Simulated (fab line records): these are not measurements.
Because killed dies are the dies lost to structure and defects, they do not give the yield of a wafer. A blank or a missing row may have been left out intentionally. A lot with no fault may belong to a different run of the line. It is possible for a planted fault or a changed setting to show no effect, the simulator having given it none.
A struck lot beside a sound one ; flow berkeley_cmos170 ; 14 out of 331 route steps
Sound: wafers L737.1, L737.4, L737.6. Wafers L748.3, L748.4, L748.6 were the ones struck. Last of all comes the cause.
For every step that has rows: the tool of each side, followed by ch and its chambers, followed by its first start. Under that, the readings that differ: sound wafers ; struck wafers ; difference of the means ; sigmas: that difference in standard deviations of wafers without a fault.
alike: readings whose means differ by less than 2 such deviations, and words and numbers that are the same on both sides. not compared: withheld readings, readings that some wafer has no value for, bounds like >300 that may hide the same value, and numbers for which the record gives no deviation and whose values overlap.
A row with sigmas, a row that says differs or no value, or rows on one side alone: a step with any of these is where the two part. Numbers that have no deviation but don't overlap get no sigmas and don't part them. A reading missing from all wafers of one side parts the sides only when that side holds two or more wafers.

first, 1 step without rows for these wafers: UCB170_M2_PRE_CLEAN_00 (preclean etch time 60 s).
UCB170_M2_SPUTTER_01: material Al, target thk 900 nm, time 120 s.
  sound: pvd_sputter-01 at day 9 02:09; struck: pvd_sputter-03 at day 13 00:04
  alike: throttle_valve_pct
UCB170_M2_RS_MEAS_02: a four-point-probe measurement.
  sound: film_metro-02 at day 9 02:14; struck: film_metro-01 at day 13 00:11
reading;sound;struck;difference;sigmas
M2_AL_RS (ohm/sq);0.0316 0.0314 0.0314;0.0330 0.0326 0.0328;+0.0013;+3
UCB170_M2_THK_MEAS_03: measures by xrf.
  sound: film_metro-02 at day 9 02:22; struck: film_metro-01 at day 13 00:17
reading;sound;struck;difference;sigmas
M2_AL_THK (nm);895 904 898;861 875 874;-29;-2
then, 3 steps without rows for these wafers: UCB170_M2_HMDS_04 (prime time 60 s); UCB170_M2_COAT_05 (resist thk 900 nm); UCB170_M2_SOFTBAKE_06 (time 60 s).
UCB170_M2_STRIP_07: strips in O2.
  sound on plasma_asher-01 ch 0,1, day 9 02:52; struck on plasma_asher-04 ch 0,1, day 13 00:57
  alike: drypump_motor_current_A, oes_product_au, strip_time_to_endpoint_s
  not compared: rf_hours_counter_h
then, 4 steps without rows for these wafers: UCB170_M2_STRIP_08 (strips KrF in DMSO, time 600 s); UCB170_M2_COAT_09; UCB170_M2_COAT_10 (resist thk 900 nm); UCB170_M2_SOFTBAKE_11 (time 60 s).
UCB170_M2_EXPOSE_12: exposes mask METAL2, target cd 700 nm.
  sound on krf_scanner-01 ch 0, day 9 04:49; struck on krf_scanner-02 ch 0, day 13 02:03
reading;sound;struck;difference;sigmas
exposure_dose_mJ_cm2;26.01 26.00 26.01;26.48 26.45 26.48;+0.46;+14
  alike: mask, reticle_temp_C, stage_vel_mm_s
after that, 1 step had no rows for these wafers: UCB170_M2_PEB_13.

== WHERE THEY PART ==
Earliest at UCB170_M2_RS_MEAS_02; latest, in this record, at UCB170_M2_EXPOSE_12.

WHY: what had been put in by the simulator
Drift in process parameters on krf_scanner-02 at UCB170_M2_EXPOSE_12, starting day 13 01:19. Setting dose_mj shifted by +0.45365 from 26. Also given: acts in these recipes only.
